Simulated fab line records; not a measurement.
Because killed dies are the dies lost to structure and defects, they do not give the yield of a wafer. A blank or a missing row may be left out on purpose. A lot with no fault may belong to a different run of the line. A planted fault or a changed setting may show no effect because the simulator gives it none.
fab line records	flow ritCmos
record lots=6	wafers=18	lastDay=7
route steps=202 shown PRETRO@72 GATE@75 FOX2@80 M1@202
lots that met no fault: from a run of the same line without faults
startH: hours from the record's first day to the start of the lot's first wafer shown	waitH: how many hours have passed since the lot's step before this one	" same as the row above	L1.1+2: several wafers, shown together as one row	- no value, or no start given	* or withheld: withheld	< > ~ a bound
route shown NAME@n: NAME is a module with steps in the file, n the number in the route of the first one	usual: mean and standard deviation over wafers with no fault	same: alike in all rows	chamber/n: place in a boat	sites: each site's reading	_std_site: their standard deviation	_edge_site: inner sites' mean taken away from outer sites' mean	radiusMm: how far each site lies from the wafer's centre	mask NAME#n: copy n	behind: the tool/chamber that last shaped the wafer	hold: why the lot was held/for how many hours/how that ended	device: the transistor (n, p or np) that didn't switch	end of line: the tests these same wafers got at the end of their route	a step without rows: its recipe alone	killed: not the wafer's yield, but the dies lost to structure and defects at the first sort	map: a wafer's dies, marking killed ones x, the rest . and places with no die _
set.NAME: the setting that was run; set.NAME@STEP: the one run at that earlier step	model.NAME: the simulator's own value behind a step, which no gauge read
a table for each step, a row for each wafer; lots at some steps of the route
services: the hour from which a tool's chamber was out of use, counted from the record's first day as startH (under 0 if before that day), plus the number of hours and why
## steps
# step RIT_PRETRO_IMPLANT_08
# recipe species=B	energyKev=45	doseCm2=1.2e+13	tiltDeg=7.341
# step RIT_PRETRO_STRIP_09
# recipe chemistry=O2	timeS=180	resist=NOVOLAK	platenTempC=withheld	powerW=500	pressureMtorr=4000	o2FlowSccm=4000
# usual drypumpMotorCurrentA=5.5/0.41
lot.wafer	tool	chamber	startH	waitH	drypumpMotorCurrentA	rfHoursCounterH
L257.1	plasmaAsher-03	1	50.31	0.1	6.0	39
L257.2	"	0	"	"	5.5	39
L257.3	"	0	"	"	5.5	-
L259.2	plasmaAsher-03	0	57.94	0.1	5.5	40
L259.4	"	0	"	"	5.5	-
L259.5	"	1	"	"	6.0	-
L263.2	plasmaAsher-01	1	80.93	0.1	5.4	43
L263.3	"	1	"	"	5.4	-
L263.5	"	1	"	"	5.4	-
L264.1	plasmaAsher-01	0	85.71	0.1	4.9	44
L264.3	"	1	"	"	5.4	-
L264.5	"	0	"	"	4.9	-
L276.1	plasmaAsher-03	0	144.26	0.1	5.5	50
L276.3	"	1	"	"	5.9	-
L276.4	"	0	"	"	5.5	-
L277.2	plasmaAsher-03	0	148.42	0.1	5.5	50
L277.3	"	0	"	"	5.5	-
L277.5	"	1	"	"	6.0	-
# step RIT_PRETRO_TW_MEAS_10
# usual PRETRO_TW=480.5/2.3
lot.wafer	tool	chamber	startH	waitH	PRETRO_TW
L257.1	filmMetro-03	-	50.48	0.1	480.6
L257.2	"	-	"	"	481.2
L257.3	"	-	"	"	479.7
L259.2	filmMetro-01	-	58.13	0.1	481.2
L259.4	"	-	"	"	484.6
L259.5	"	-	"	"	481.4
L263.2	filmMetro-01	-	81.12	0.1	474.2
L263.3	"	-	"	"	479.8
L263.5	"	-	"	"	480.9
L264.1	filmMetro-04	-	85.88	0.1	481.3
L264.3	"	-	"	"	478.2
L264.5	"	-	"	"	481.3
L276.1	filmMetro-01	-	144.44	0.1	480.8
L276.3	"	-	"	"	478.4
L276.4	"	-	"	"	478.6
L277.2	filmMetro-01	-	148.61	0.1	475.8
L277.3	"	-	"	"	473.4
L277.5	"	-	"	"	477.5
# step RIT_GATE_WET_ETCH_00
# recipe chemistry=BOE	target=SiO2	targetDepthNm=56	timeS=60	dry=n2Spin	dilution=10:1	tempC=21.5
# step RIT_GATE_CLEAN_01
# recipe chemistry=SC1	mix=3:3:50	timeS=600	tempC=75
# step RIT_GATE_CLEAN_02
# recipe chemistry=dHF	dilution=50:1	timeS=30
# step RIT_GATE_CLEAN_03
# recipe chemistry=SC2	mix=3:3:50	timeS=600	tempC=75	dry=n2Spin
# step RIT_GATE_CLEAN_04
# recipe chemistry=dHF	dilution=50:1	timeS=60	dry=n2Spin
# step RIT_FOX2_THK_MEAS_91
# recipe reads=SiO2_of_FOX2_OXIDATION_00
# usual FIELD_OXIDE_LEFT_2_THK=240/6.9
lot.wafer	tool	chamber	startH	waitH	FIELD_OXIDE_LEFT_2_THK[nm]
L257.1	filmMetro-02	-	50.96	0.0	237
L257.2	"	-	"	"	236
L257.3	"	-	"	"	239
L259.2	filmMetro-01	-	58.62	0.0	246
L259.4	"	-	"	"	248
L259.5	"	-	"	"	242
L263.2	filmMetro-01	-	81.59	0.0	242
L263.3	"	-	"	"	247
L263.5	"	-	"	"	245
L264.1	filmMetro-01	-	86.38	0.0	237
L264.3	"	-	"	"	230
L264.5	"	-	"	"	236
L276.1	filmMetro-02	-	145.11	0.0	248
L276.3	"	-	"	"	245
L276.4	"	-	"	"	250
L277.2	filmMetro-04	-	149.12	0.0	241
L277.3	"	-	"	"	236
L277.5	"	-	"	"	241
# step RIT_GATE_OXIDATION_05
# recipe tempC=900	ambient=O2	targetThkA=30	oxTimeS=270
# step RIT_GATE_ANNEAL_06
# recipe tempC=900	timeS=600	ambient=N2O
# step RIT_GATE_THK_MEAS_07
# recipe reads=SiO2_of_GATE_OXIDATION_05
# usual GATE_OXIDE_THK=2.98/0.065
lot.wafer	tool	chamber	startH	waitH	GATE_OXIDE_THK[nm]
L257.1	filmMetro-04	-	56.01	0.0	3.13
L257.2	"	-	"	"	3.04
L257.3	"	-	"	"	3.08
L259.2	filmMetro-01	-	60.01	0.0	2.99
L259.4	"	-	"	"	3.02
L259.5	"	-	"	"	2.98
L263.2	filmMetro-04	-	84.41	0.0	2.95
L263.3	"	-	"	"	2.96
L263.5	"	-	"	"	2.95
L264.1	filmMetro-04	-	87.77	0.0	3.11
L264.3	"	-	"	"	3.04
L264.5	"	-	"	"	3.05
L276.1	filmMetro-04	-	148.45	0.0	3.05
L276.3	"	-	"	"	2.93
L276.4	"	-	"	"	2.97
L277.2	filmMetro-02	-	153.46	0.0	2.94
L277.3	"	-	"	"	2.99
L277.5	"	-	"	"	3.03
# step RIT_GATE_CVD_08
# recipe material=poly-Si	targetThkNm=250	tempC=610	precursor=SiH4	timeS=2220	pressureMtorr=300	sih4FlowSccm=100
# usual spikeTcCentreC=612.2/1	spikeTcLoadC=630.6/1.8	spikeTcSourceC=628.5/2.1	susceptorTempC=609.9/0.32	zonePowerSourcePct=10.96/0.22
lot.wafer	tool	chamber	startH	waitH	spikeTcCentreC	spikeTcLoadC	spikeTcSourceC	susceptorTempC	zonePowerSourcePct	model.poly-Si_of_GATE_CVD_08.thkNm
L257.1	lpcvd-01	1	56.07	0.1	611.0	632.4	625.9	610.4	11.07	253.4
L257.2	"	1	"	"	612.3	633.1	627.3	610.2	10.96	252.6
L257.3	"	1	"	"	611.4	633.5	627.8	610.6	11.09	251.8
L259.2	lpcvd-01	1	60.06	0.0	611.2	631.3	626.9	609.9	10.71	247.2
L259.4	"	1	"	"	610.7	632.9	627.8	610.2	11.00	246.4
L259.5	"	1	"	"	613.9	630.5	627.5	609.9	10.97	246.5
L263.2	lpcvd-01	1	84.46	0.0	627.2	646.6	642.7	624.9	11.55	354.5
L263.3	"	1	"	"	626.5	649.8	641.9	624.9	11.46	353.3
L263.5	"	1	"	"	626.4	648.1	643.5	624.4	11.50	353.3
L264.1	lpcvd-01	1	88.51	0.7	626.9	647.3	641.6	624.9	11.45	359
L264.3	"	1	"	"	625.5	646.9	641.2	624.7	11.76	357.7
L264.5	"	1	"	"	628.1	646.8	642.7	624.7	11.59	357.2
L276.1	lpcvd-02	0	148.51	0.1	611.7	629.0	625.6	610.2	11.23	248
L276.3	"	0	"	"	611.6	629.2	627.1	610.0	11.36	247.7
L276.4	"	0	"	"	610.9	629.9	627.4	610.1	11.34	251.3
L277.2	lpcvd-01	1	153.51	0.0	612.7	632.5	626.5	610.2	10.96	252.8
L277.3	"	1	"	"	613.7	631.7	625.5	610.4	10.89	252.6
L277.5	"	1	"	"	612.9	631.2	626.6	609.8	10.96	253
# step RIT_GATE_THK_MEAS_09
# recipe reads=poly-Si_of_GATE_CVD_08
# usual GATE_POLY_THK=249.9/2.3
lot.wafer	tool	chamber	startH	waitH	GATE_POLY_THK[nm]
L257.1	filmMetro-01	-	57.68	0.0	253.4
L257.2	"	-	"	"	252.6
L257.3	"	-	"	"	251.9
L259.2	filmMetro-01	-	61.69	0.0	247.3
L259.4	"	-	"	"	246.5
L259.5	"	-	"	"	246.7
L263.2	filmMetro-02	-	86.09	0.0	354.4
L263.3	"	-	"	"	353.1
L263.5	"	-	"	"	353.5
L264.1	filmMetro-01	-	90.13	0.0	358.8
L264.3	"	-	"	"	357.7
L264.5	"	-	"	"	357.4
L276.1	filmMetro-04	-	150.13	0.0	247.9
L276.3	"	-	"	"	247.7
L276.4	"	-	"	"	251.2
L277.2	filmMetro-01	-	155.14	0.0	252.8
L277.3	"	-	"	"	252.5
L277.5	"	-	"	"	253.0
# step RIT_GATE_HMDS_10
# recipe primeTimeS=60	primeTempC=140
# step RIT_GATE_COAT_11
# recipe resist=NOVOLAK	spinRpm=4250	resistThkNm=850
# step RIT_GATE_SOFTBAKE_12
# recipe resist=NOVOLAK	tempC=90	timeS=60
# step RIT_GATE_EXPOSE_13
# recipe maskId=M6	na=0.6	sourceShape=conventional	sigmaOuter=0.6	targetCdNm=150	doseMj=380
# step RIT_GATE_PEB_14
# recipe resist=NOVOLAK	tempC=withheld	timeS=withheld
# step RIT_GATE_DEVELOP_15
# recipe resist=NOVOLAK	developTimeS=50	devTempC=23
# step RIT_GATE_CD_MEAS_16
# recipe targetCdNm=150
# usual cdNm=149.6/2.5
lot.wafer	tool	chamber	startH	waitH	cdNm
L257.1	cdSem-01	-	58.78	-	150.1
L257.2	"	-	"	"	153.2
L257.3	"	-	"	"	155.0
L259.2	cdSem-02	-	62.61	-	151.2
L259.4	"	-	"	"	153.1
L259.5	"	-	"	"	150.4
L263.2	cdSem-01	-	87.13	-	144.6
L263.3	"	-	"	"	144.3
L263.5	"	-	"	"	146.9
L264.1	cdSem-01	-	91.16	-	149.6
L264.3	"	-	"	"	152.5
L264.5	"	-	"	"	148.9
L276.1	cdSem-02	-	151.04	-	147.7
L276.3	"	-	"	"	146.8
L276.4	"	-	"	"	148.3
L277.2	cdSem-02	-	156.19	-	152.5
L277.3	"	-	"	"	151.5
L277.5	"	-	"	"	153.1
# step RIT_GATE_OVL_MEAS_17
# usual GATE_OVL=0.6/1.5
lot.wafer	tool	chamber	startH	waitH	GATE_OVL[nm]
L257.1	overlay-01	-	58.90	0.1	1.7
L257.2	"	-	"	"	0.0
L257.3	"	-	"	"	0.4
L259.2	overlay-01	-	62.71	0.1	1.4
L259.4	"	-	"	"	0.5
L259.5	"	-	"	"	2.3
L263.2	overlay-02	-	87.24	0.1	-0.4
L263.3	"	-	"	"	-0.3
L263.5	"	-	"	"	1.1
L264.1	overlay-02	-	91.28	0.1	1.3
L264.3	"	-	"	"	3.3
L264.5	"	-	"	"	0.5
L276.1	overlay-02	-	151.16	0.1	-0.2
L276.3	"	-	"	"	-1.9
L276.4	"	-	"	"	0.5
L277.2	overlay-02	-	156.29	0.1	0.9
L277.3	"	-	"	"	0.1
L277.5	"	-	"	"	1.0
# step RIT_GATE_HARDBAKE_18
# recipe resist=NOVOLAK	tempC=140	timeS=60
# step RIT_GATE_ETCH_19
# recipe chemistry=SF6/CHF3/O2	timeS=168.1	SF6_flow_sccm=30	CHF3_flow_sccm=30	O2_flow_sccm=5	target=poly-Si	pressureMtorr=40	rfW=160	targetDepthA=3125	overEtchFrac=0.25	stopOn=SiO2
# usual drypumpMotorCurrentA=5.7/0.42	oesProductAu=0.841/0.012	throttleValvePct=10.24/0.15
lot.wafer	tool	chamber	startH	waitH	drypumpMotorCurrentA	oesProductAu	rfHoursCounterH	throttleValvePct	model.etch.depthNm	model.GATE.featureDepthNm
L257.1	rieSi-01	3	59.15	0.1	5.1	0.855	40	10.27	253.4	253.4
L257.2	"	0	"	"	5.7	0.859	99	10.12	252.6	252.6
L257.3	"	1	"	"	6.3	0.849	24	10.17	251.8	251.8
L259.2	rieSi-01	3	63.14	0.1	5.1	0.835	40	10.29	247.2	247.2
L259.4	"	1	"	"	6.3	0.840	-	10.18	246.4	246.4
L259.5	"	1	"	"	6.3	0.822	-	10.18	246.5	246.5
L263.2	rieSi-01	3	87.42	0.1	5.1	0.967	41	10.29	308.1	308.1
L263.3	"	2	"	"	5.7	0.998	0	10.47	314.9	314.9
L263.5	"	3	"	"	5.1	0.977	-	10.28	309.6	309.6
L264.1	rieSi-02	0	91.48	0.1	5.1	0.978	110	10.40	323.7	323.7
L264.3	"	3	"	"	5.9	0.987	118	10.02	317.4	317.4
L264.5	"	2	"	"	6.1	0.983	-	10.18	309.9	309.9
L276.1	rieSi-01	2	151.34	0.1	5.7	0.845	0	10.48	248	248
L276.3	"	1	"	"	6.3	0.838	25	10.17	247.7	247.7
L276.4	"	3	"	"	5.1	0.831	41	10.28	251.3	251.3
L277.2	rieSi-02	3	156.47	0.1	5.9	0.847	119	10.03	252.8	252.8
L277.3	"	2	"	"	6.1	0.859	69	10.16	252.6	252.6
L277.5	"	2	"	"	6.1	0.852	-	10.16	253	253
# step RIT_GATE_STRIP_20
# recipe chemistry=O2	timeS=180	resist=NOVOLAK	platenTempC=withheld	powerW=500	pressureMtorr=4000	o2FlowSccm=4000
# usual drypumpMotorCurrentA=5.4/0.38
lot.wafer	tool	chamber	startH	waitH	drypumpMotorCurrentA	rfHoursCounterH
L257.1	plasmaAsher-04	0	59.25	0.1	5.7	28
L257.2	"	1	"	"	5.2	28
L257.3	"	0	"	"	5.8	-
L259.2	plasmaAsher-04	0	63.30	0.1	5.8	29
L259.4	"	0	"	"	5.8	-
L259.5	"	0	"	"	5.8	-
L263.2	plasmaAsher-01	1	87.52	0.1	5.4	44
L263.3	"	0	"	"	4.9	-
L263.5	"	1	"	"	5.4	-
L264.1	plasmaAsher-01	0	91.59	0.1	4.9	45
L264.3	"	1	"	"	5.4	-
L264.5	"	0	"	"	4.9	-
L276.1	plasmaAsher-02	1	151.45	0.1	6.2	4
L276.3	"	0	"	"	5.3	-
L276.4	"	1	"	"	6.2	-
L277.2	plasmaAsher-04	1	156.58	0.1	5.2	40
L277.3	"	1	"	"	5.2	-
L277.5	"	1	"	"	5.2	-
# step RIT_M1_PROBE_99
# usual killedAtContacts=0.1/0.27	killedAtFrontEnd=7/3.3	killedDies=7/3.3	killedOnRim=2.0/1.5	killedOpen=3.5/2	killedShort=3.8/2.2
# same grossDies=264	killed_at_M0_to_M3=0	killed_at_M4_up=0	killedAtBackSide=0	killedAtOther=0
lot.wafer	tool	chamber	startH	waitH	killedAtContacts	killedAtFrontEnd	killedDies	killedOnRim	killedOpen	killedShort
L263.2	prober-01	-	107.63	0.1	0	264	264	70	3	3
L263.3	prober-01	-	107.68	0.2	0	264	264	70	1	3
L263.5	prober-01	-	107.78	0.2	1	263	264	70	5	4
L264.1	prober-02	-	112.26	0.1	1	263	264	70	8	5
L264.3	prober-02	-	112.36	0.2	1	263	264	70	3	7
L264.5	prober-02	-	112.46	0.2	1	263	264	70	8	3
# killed by level:class
L263.2 GATE:areaEtch=258 FOX1:geometricParticle:short=1 FOX1:geometricParticle:open=1 FOX2:geometricParticle:open=1 GATE:geometricParticle:short=1 SPACER:geometricParticle:open=1 SILICIDE:geometricParticle:short=1
L263.3 GATE:areaEtch=260 FOX2:geometricParticle:short=2 SPACER:geometricParticle:short=1 SILICIDE:geometricParticle:open=1
L263.5 GATE:areaEtch=255 FOX1:geometricParticle:open=2 FOX1:geometricParticle:short=1 GATE:geometricParticle:open=1 GATE:geometricParticle:short=1 REOX:geometricParticle:short=1 REOX:geometricParticle:open=1 SPACER:geometricParticle:open=1
L264.1 GATE:areaEtch=251 GATE:geometricParticle:open=3 SPACER:geometricParticle:short=3 SPACER:geometricParticle:open=2 FOX1:geometricParticle:open=1 FOX1:geometricParticle:short=1 FOX2:geometricParticle:open=1 GATE:geometricParticle:short=1
L264.3 GATE:areaEtch=254 SPACER:geometricParticle:short=3 GATE:geometricParticle:open=2 REOX:geometricParticle:short=2 FOX2:geometricParticle:open=1 GATE:geometricParticle:short=1 CONTACT:geometricParticle:short=1
L264.5 GATE:areaEtch=253 GATE:geometricParticle:open=3 FOX1:geometricParticle:short=2 FOX2:geometricParticle:open=2 FOX1:geometricParticle:open=1 GATE:geometricParticle:short=1 SILICIDE:geometricParticle:open=1 CONTACT:geometricParticle:open=1
# map L263.2 (x killed, . not)
________xxxxxxx_______
_____xxxxxxxxxxxxx____
____xxxxxxxxxxxxxxx___
___xxxxxxxxxxxxxxxxx__
__xxxxxxxxxxxxxxxxxxx_
__xxxxxxxxxxxxxxxxxxx_
_xxxxxxxxxxxxxxxxxxxxx
_xxxxxxxxxxxxxxxxxxxxx
_xxxxxxxxxxxxxxxxxxxxx
_xxxxxxxxxxxxxxxxxxxxx
__xxxxxxxxxxxxxxxxxxx_
__xxxxxxxxxxxxxxxxxxx_
___xxxxxxxxxxxxxxxxx__
____xxxxxxxxxxxxxxx___
_____xxxxxxxxxxxxx____
________xxxxxxx_______
# map L264.1 (x killed, . not)
________xxxxxxx_______
_____xxxxxxxxxxxxx____
____xxxxxxxxxxxxxxx___
___xxxxxxxxxxxxxxxxx__
__xxxxxxxxxxxxxxxxxxx_
__xxxxxxxxxxxxxxxxxxx_
_xxxxxxxxxxxxxxxxxxxxx
_xxxxxxxxxxxxxxxxxxxxx
_xxxxxxxxxxxxxxxxxxxxx
_xxxxxxxxxxxxxxxxxxxxx
__xxxxxxxxxxxxxxxxxxx_
__xxxxxxxxxxxxxxxxxxx_
___xxxxxxxxxxxxxxxxx__
____xxxxxxxxxxxxxxx___
_____xxxxxxxxxxxxx____
________xxxxxxx_______
## services
tool	chamber	startH	hours	kind
lpcvd-01	-	31.60	0.7	repair
rieSi-01	1	32.45	21.4	repair
plasmaAsher-03	-	45.49	2.8	repair
rieSi-01	2	57.26	-	clean
rieSi-01	2	57.26	23.1	scheduledDown
rieSi-01	2	57.26	23.1	ventCycle
rieSi-01	0	59.27	6.9	repair
rieSi-02	-	62.73	0.3	repair
plasmaAsher-03	-	78.11	4.9	repair
plasmaAsher-02	-	108.75	9.0	pm
plasmaAsher-02	0	108.75	9.0	ventCycle
plasmaAsher-02	1	108.75	9.0	ventCycle
plasmaAsher-02	0	117.75	-	clean
plasmaAsher-02	1	117.75	-	clean
rieSi-01	2	130.34	5.8	repair
rieSi-01	-	141.44	2.7	repair
lpcvd-02	-	147.55	0.8	pm
rieSi-02	1	155.34	23.4	repair
## key
firstSign step=RIT_GATE_CVD_08	reading=susceptorTempC	direction=up	sigmas=46	usual=*	struck=*
effect step=RIT_GATE_CVD_08	reading=spikeTcCentreC	direction=up	sigmas=14	usual=612.2	struck=626.8
effect step=RIT_GATE_THK_MEAS_09	reading=GATE_POLY_THK	direction=up	sigmas=46	usual=249.9	struck=355.8
effect step=RIT_GATE_ETCH_19	reading=oesProductAu	direction=up	sigmas=12	usual=0.841	struck=0.982
effect step=RIT_M1_PROBE_99	reading=killedAtFrontEnd	direction=up	sigmas=77	usual=7	struck=263
modelEffect step=RIT_GATE_CVD_08	value=poly-Si_of_GATE_CVD_08.thkNm	without=250.7	struck=355.8
modelEffect step=RIT_GATE_ETCH_19	value=etch.depthNm	without=250.7	struck=313.9
moreKillsBornAt RIT_GATE_ETCH_19@rieSi-01=773	RIT_GATE_ETCH_19@rieSi-02=758
metAt RIT_GATE_CVD_08
struckWafers L263.2,L263.3,L263.5,L264.1,L264.3,L264.5
laterRowsLeftOut L263.2,L263.3,L263.5,L264.1,L264.3,L264.5
testerLeftOut L263,L264
onsetBetween 60.06 84.46
fault kind=processParameterDrift	tool=lpcvd-01	chamber=1	onsetH=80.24	steps=RIT_GATE_CVD_08	channel=tempC	offset=*	shape=step	endH=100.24	actsIn=*	stated=*
# testerLeftOut: of these lots the tester's yield and bins aren't shown, on N5 and GAA mostly nor the transistor test; their killed dies are dies lost to structure and defects alone, not to doping, threshold or leakage, so they don't give the yield
# laterRowsLeftOut: the simulator's readings of these wafers behind a module that went badly wrong aren't trusted and aren't shown, but for the sort
